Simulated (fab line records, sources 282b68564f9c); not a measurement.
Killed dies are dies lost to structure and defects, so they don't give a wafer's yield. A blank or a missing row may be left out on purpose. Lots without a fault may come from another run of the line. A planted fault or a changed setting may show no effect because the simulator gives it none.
Which tool did it? | flow rit_cmos | 15 lots, 45 wafers sampled, at 3 steps of a route of 202

WHAT THE GAUGES READ, wafer by wafer
RIT_NRETRO_OVL_MEAS_06.
lot  | measured    | on         | NRETRO_OVL (nm)
L612 | day 2 05:16 | overlay-02 | -1.6 -2.6 -1.8
L613 | day 2 11:06 | overlay-02 | -0.2 -1.9 -3.3
L614 | day 2 15:40 | overlay-01 | -0.8 -0.5 -1.0
L616 | day 3 02:52 | overlay-02 | -1.5 0.3 -2.0
L617 | day 3 08:18 | overlay-02 | -1.8 0.7 -1.1
L618 | day 3 13:22 | overlay-01 | -2.0 -0.7 -1.2
L619 | day 3 16:13 | overlay-01 | -0.2 0.8 0.7
L620 | day 4 00:29 | overlay-01 | -1.6 -1.8 -1.6
L621 | day 4 04:26 | overlay-01 | 1.1 -1.2 -0.3
L627 | day 5 11:11 | overlay-01 | 1.2 1.9 2.4
L628 | day 5 17:27 | overlay-01 | -0.6 -2.2 -0.8
L630 | day 6 00:47 | overlay-02 | -1.3 -2.0 -1.8
L632 | day 6 11:40 | overlay-01 | -0.4 -1.3 -0.8
L633 | day 6 16:53 | overlay-02 | -0.7 0.8 2.2
L634 | day 6 22:53 | overlay-01 | -3.0 -3.2 -2.1

RIT_PRETRO_TW_MEAS_10.
lot  | measured    | on            | PRETRO_TW
L612 | day 2 07:26 | film_metro-03 | 467.4 471.3 468.4
L613 | day 2 13:23 | film_metro-04 | 477.8 475.4 477.9
L614 | day 2 17:57 | film_metro-04 | 475.6 475.6 477.2
L616 | day 3 05:01 | film_metro-03 | 472.5 471.2 472.3
L617 | day 3 10:28 | film_metro-01 | 468.3 468.6 468.4
L618 | day 3 15:40 | film_metro-03 | 472.9 472.4 471.7
L619 | day 3 18:40 | film_metro-01 | 467.1 465.1 467.2
L620 | day 4 02:38 | film_metro-04 | 473.5 473.4 469.4
L621 | day 4 06:35 | film_metro-01 | 470.2 471.8 469.5
L627 | day 5 13:29 | film_metro-03 | 475.6 475.1 474.4
L628 | day 5 19:58 | film_metro-04 | 471.6 473.8 469.6
L630 | day 6 03:05 | film_metro-04 | 475.5 470.6 474.1
L632 | day 6 13:57 | film_metro-03 | 473.5 473.3 476.3
L633 | day 6 19:11 | film_metro-01 | 471.7 469.8 471.0
L634 | day 7 01:26 | film_metro-03 | 476.4 474.5 473.3

WHICH TOOL RAN EACH LOT (tool, then ch and the chambers of the sampled wafers, then the start)
lot  | RIT_PWELL_DEVELOP_05
L612 | litho_track-02 ch 0, day 1 22:00
L613 | litho_track-04 ch 0, day 2 04:00
L614 | litho_track-04 ch 0, day 2 08:00
L616 | litho_track-02 ch 0, day 2 19:00
L617 | litho_track-02 ch 0, day 3 01:00
L618 | litho_track-04 ch 0, day 3 06:00
L619 | litho_track-04 ch 0, day 3 08:00
L620 | litho_track-04 ch 0, day 3 17:00
L621 | litho_track-01 ch 0, day 3 20:00
L627 | litho_track-01 ch 0, day 5 03:00
L628 | litho_track-01 ch 0, day 5 08:00
L630 | litho_track-02 ch 0, day 5 17:00
L632 | litho_track-02 ch 0, day 6 04:00
L633 | litho_track-02 ch 0, day 6 09:00
L634 | litho_track-02 ch 0, day 6 14:00
- RIT_PWELL_DEVELOP_05: develop time 68 s.

WHAT THE TOOLS THEMSELVES READ (means of the sampled wafers that have a number; where no wafer has one, the mark that the record gives instead)
RIT_PWELL_DEVELOP_05.
lot  | tool           | developer_temp_C (C)
L612 | litho_track-02 | 22.94
L613 | litho_track-04 | 23.04
L614 | litho_track-04 | 23.03
L616 | litho_track-02 | 23.07
L617 | litho_track-02 | 22.96
L618 | litho_track-04 | 25.23
L619 | litho_track-04 | 25.18
L620 | litho_track-04 | 25.33
L621 | litho_track-01 | 23.02
L627 | litho_track-01 | 22.99
L628 | litho_track-01 | 22.95
L630 | litho_track-02 | 23.08
L632 | litho_track-02 | 23.00
L633 | litho_track-02 | 22.94
L634 | litho_track-02 | 23.06

THE ANSWER, worked out from the rows above alone
Rule: what is usual is taken from the lots themselves. Put in order of their means at a reading, lots are off if they are a third of the lots or fewer, leave a main group of 4 or more, and stand apart from it by a gap of 3 or more times the standard deviation of the main group's means; of several such gaps the widest counts. A main group whose means are all the same, to the digits that the tables above print for the reading, isn't used. A lot without any number at a reading at which 4 lots or more have one is off too. The other lots that the step has rows for count as sound. The gauges are gone through in route order, then the tools' own readings, and for those a lot's mean is taken as printed above. The first step at which some lot is off is used, and at that step the reading that is off furthest; a lot without a number counts as furthest.
Off: L618, L619, L620, at RIT_PWELL_DEVELOP_05 (developer_temp_C). The main group: mean 23.01 C, standard deviation 0.049.
A tool fits if, at that step or a process step before it, it ran every lot that is off, and no sound lot after the first of them. One fits: litho_track-04 at RIT_PWELL_DEVELOP_05. Its last sound lot is L614 (day 2 08:00), its first lot that is off L618 (day 3 06:00): a fault that began between those two fits.
The tool's own readings at RIT_PWELL_DEVELOP_05 bear it out: on the lots that are off they differ by more than 5 times the standard deviation of the sound lots' means. developer_temp_C reads 25.25 C there against 23.01 C on the sound lots.

WHAT THE SIMULATOR HAD PUT IN
Process parameter drift: litho_track-04, from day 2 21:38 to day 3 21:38, at RIT_PWELL_DEVELOP_05. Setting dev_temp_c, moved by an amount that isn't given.
Lots struck among those shown: L618, L619, L620. The rule above found the same.
